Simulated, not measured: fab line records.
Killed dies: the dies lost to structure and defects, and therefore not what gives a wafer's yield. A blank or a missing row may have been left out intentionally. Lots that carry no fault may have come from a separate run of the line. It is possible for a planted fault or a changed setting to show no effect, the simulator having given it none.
Lot-split experiment / flow rit cmos / 23 wafers read from 5 lots, route of 202 steps

== THE SPLIT ==
At RIT_PLDD_IMPLANT_08, the setting energy kev was moved away from the recipe's 20 on 10 of the 23 wafers read, by -2.0% to +4.4%. For the rest of the wafers, this setting stayed at what the recipe calls for.

== FROM THE SPLIT TO THE READING: what the file shows between them, 9 steps ==
- RIT_SPACER_CLEAN_01: cleans in dHF, time 30 s (also split here: time s)
- RIT_PSD_COAT_01: resist thk 1000 nm (also split here: spin rpm)
- RIT_PSD_SOFTBAKE_02: time 60 s
- RIT_PSD_EXPOSE_03: exposes mask M10, target cd 40900 nm
- RIT_PSD_DEVELOP_05: develop time 50 s
- RIT_PSD_HARDBAKE_07: time 60 s
- RIT_PSD_IMPLANT_08 (also split here: energy kev)
- RIT_SDANNEAL_RTA_03: time 5 s (also split here: time s)
- RIT_SDANNEAL_RS_MEAS_04: measures by four-point-probe

== THE READING ==
etest.pldd.rs ohm sq (the simulator's own value, which no gauge read), at RIT_M1_PROBE_99. The file gives no usual value for it. Here, 13 wafers ran the recipe; their average is 514.1 with a standard deviation of 23.

wafer=L075.1; tool, chamber at the split=implanter-03, 0; energy kev as run=20; against the recipe=recipe; etest.pldd.rs ohm sq=526.2; against lot-mates on the recipe=-
wafer=L075.2; tool, chamber at the split=implanter-03, 0; energy kev as run=20; against the recipe=recipe; etest.pldd.rs ohm sq=510.8; against lot-mates on the recipe=-
wafer=L075.4; tool, chamber at the split=implanter-03, 0; energy kev as run=20; against the recipe=recipe; etest.pldd.rs ohm sq=508.2; against lot-mates on the recipe=-
wafer=L077.1; tool, chamber at the split=implanter-04, 0; energy kev as run=20.36; against the recipe=+1.8%; etest.pldd.rs ohm sq=503.9; against lot-mates on the recipe=+7.9
wafer=L077.3; tool, chamber at the split=implanter-04, 0; energy kev as run=20.36; against the recipe=+1.8%; etest.pldd.rs ohm sq=486.4; against lot-mates on the recipe=-9.6
wafer=L077.4; tool, chamber at the split=implanter-04, 0; energy kev as run=20; against the recipe=recipe; etest.pldd.rs ohm sq=497.6; against lot-mates on the recipe=-
wafer=L077.5; tool, chamber at the split=implanter-04, 0; energy kev as run=20.36; against the recipe=+1.8%; etest.pldd.rs ohm sq=485.2; against lot-mates on the recipe=-10.8
wafer=L077.6; tool, chamber at the split=implanter-04, 0; energy kev as run=20; against the recipe=recipe; etest.pldd.rs ohm sq=494.4; against lot-mates on the recipe=-
wafer=L079.1; tool, chamber at the split=implanter-03, 0; energy kev as run=20; against the recipe=recipe; etest.pldd.rs ohm sq=472.1; against lot-mates on the recipe=-
wafer=L079.2; tool, chamber at the split=implanter-03, 0; energy kev as run=19.61; against the recipe=-2.0%; etest.pldd.rs ohm sq=498.2; against lot-mates on the recipe=+25.7
wafer=L079.3; tool, chamber at the split=implanter-03, 0; energy kev as run=19.61; against the recipe=-2.0%; etest.pldd.rs ohm sq=493.1; against lot-mates on the recipe=+20.6
wafer=L079.4; tool, chamber at the split=implanter-03, 0; energy kev as run=19.61; against the recipe=-2.0%; etest.pldd.rs ohm sq=488.7; against lot-mates on the recipe=+16.2
wafer=L079.6; tool, chamber at the split=implanter-03, 0; energy kev as run=20; against the recipe=recipe; etest.pldd.rs ohm sq=472.9; against lot-mates on the recipe=-
wafer=L082.1; tool, chamber at the split=implanter-01, 0; energy kev as run=20.88; against the recipe=+4.4%; etest.pldd.rs ohm sq=480.8; against lot-mates on the recipe=-44.6
wafer=L082.2; tool, chamber at the split=implanter-01, 0; energy kev as run=20.88; against the recipe=+4.4%; etest.pldd.rs ohm sq=490.8; against lot-mates on the recipe=-34.6
wafer=L082.4; tool, chamber at the split=implanter-01, 0; energy kev as run=20; against the recipe=recipe; etest.pldd.rs ohm sq=528.5; against lot-mates on the recipe=-
wafer=L082.5; tool, chamber at the split=implanter-01, 0; energy kev as run=20; against the recipe=recipe; etest.pldd.rs ohm sq=521.2; against lot-mates on the recipe=-
wafer=L082.6; tool, chamber at the split=implanter-01, 0; energy kev as run=20; against the recipe=recipe; etest.pldd.rs ohm sq=526.4; against lot-mates on the recipe=-
wafer=L084.1; tool, chamber at the split=implanter-03, 0; energy kev as run=20; against the recipe=recipe; etest.pldd.rs ohm sq=542; against lot-mates on the recipe=-
wafer=L084.2; tool, chamber at the split=implanter-03, 0; energy kev as run=20.77; against the recipe=+3.8%; etest.pldd.rs ohm sq=522.8; against lot-mates on the recipe=-19.0
wafer=L084.3; tool, chamber at the split=implanter-03, 0; energy kev as run=20; against the recipe=recipe; etest.pldd.rs ohm sq=539.1; against lot-mates on the recipe=-
wafer=L084.5; tool, chamber at the split=implanter-03, 0; energy kev as run=20.77; against the recipe=+3.8%; etest.pldd.rs ohm sq=506.9; against lot-mates on the recipe=-34.9
wafer=L084.6; tool, chamber at the split=implanter-03, 0; energy kev as run=20; against the recipe=recipe; etest.pldd.rs ohm sq=544.4; against lot-mates on the recipe=-

FIT RESULTS
A straight line over all 23 wafers: etest.pldd.rs ohm sq changes by -1.45 for each +1% of energy kev; r = -0.13; the points scatter about the line by 22.
The same after taking each lot's own level away (the mean of its wafers on the recipe; 23 wafers): -8.2 for each +1%; r = -0.91; scatter 7.1.
The reading moves by 36 for the largest change in energy kev, on that fit.
The lots' own levels span 472.50 to 541.83, that is 3.0 times the standard deviation above.
So the lot-to-lot level blurs the effect unless lot-mates are compared.
Check: -31 against its lot-mates is what the line predicts for one of the wafers moved furthest among these (+4.4%) when that wafer is left out of the fit. It came out at -44.6 against them.

== FURTHER SPLITS ON THESE WAFERS ==
These wafers also went through other splits before the reading. Each is held against what the fit with the lots' levels taken away leaves over:
other split on the same wafers=RIT_ACTIVE_CVD_03 sih2cl2 flow sccm; wafers away from the commonest value=15; r with etest.pldd.rs ohm sq (lot level and that fit taken away)=+0.18
other split on the same wafers=RIT_ACTIVE_DEVELOP_10 develop time s; wafers away from the commonest value=7; r with etest.pldd.rs ohm sq (lot level and that fit taken away)=-0.35
other split on the same wafers=RIT_ACTIVE_STRIP_14 pressure mtorr; wafers away from the commonest value=15; r with etest.pldd.rs ohm sq (lot level and that fit taken away)=-0.04
other split on the same wafers=RIT_FOX2_OXIDATION_00 ox time s; wafers away from the commonest value=10; r with etest.pldd.rs ohm sq (lot level and that fit taken away)=+0.37
other split on the same wafers=RIT_NWELL_IMPLANT_08 energy kev; wafers away from the commonest value=6; r with etest.pldd.rs ohm sq (lot level and that fit taken away)=+0.00
other split on the same wafers=RIT_NRETRO_COAT_01 spin rpm; wafers away from the commonest value=7; r with etest.pldd.rs ohm sq (lot level and that fit taken away)=-0.09
other split on the same wafers=RIT_NLDD_IMPLANT_08 energy kev; wafers away from the commonest value=6; r with etest.pldd.rs ohm sq (lot level and that fit taken away)=+0.07
other split on the same wafers=RIT_SPACER_CLEAN_01 time s; wafers away from the commonest value=15; r with etest.pldd.rs ohm sq (lot level and that fit taken away)=+0.30
other split on the same wafers=RIT_PSD_COAT_01 spin rpm; wafers away from the commonest value=8; r with etest.pldd.rs ohm sq (lot level and that fit taken away)=-0.13
other split on the same wafers=RIT_PSD_IMPLANT_08 energy kev; wafers away from the commonest value=8; r with etest.pldd.rs ohm sq (lot level and that fit taken away)=-0.11
other split on the same wafers=RIT_SDANNEAL_RTA_03 time s; wafers away from the commonest value=6; r with etest.pldd.rs ohm sq (lot level and that fit taken away)=-0.39

== THE WHOLE CHAIN: every reading that the file lists as answering this split, in the file's order ==
step=RIT_PLDD_IMPLANT_08; what it does=; reading=implant.rp nm (the simulator's own value, which no gauge read); change (the file's fit)=+0.135 nm for each +1% of the setting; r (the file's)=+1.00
step=RIT_PLDD_IMPLANT_08; what it does=; reading=implant.drp nm (the simulator's own value, which no gauge read); change (the file's fit)=+0.0681 nm for each +1% of the setting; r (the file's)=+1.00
step=RIT_M1_PROBE_99; what it does=; reading=etest.pldd.rs ohm sq (the simulator's own value, which no gauge read); change (the file's fit)=-7.92 for each +1% of the setting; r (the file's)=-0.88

== THE FILE'S OWN FIT ==
etest.pldd.rs ohm sq changes by -7.92 for each +1% of energy kev, r = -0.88.
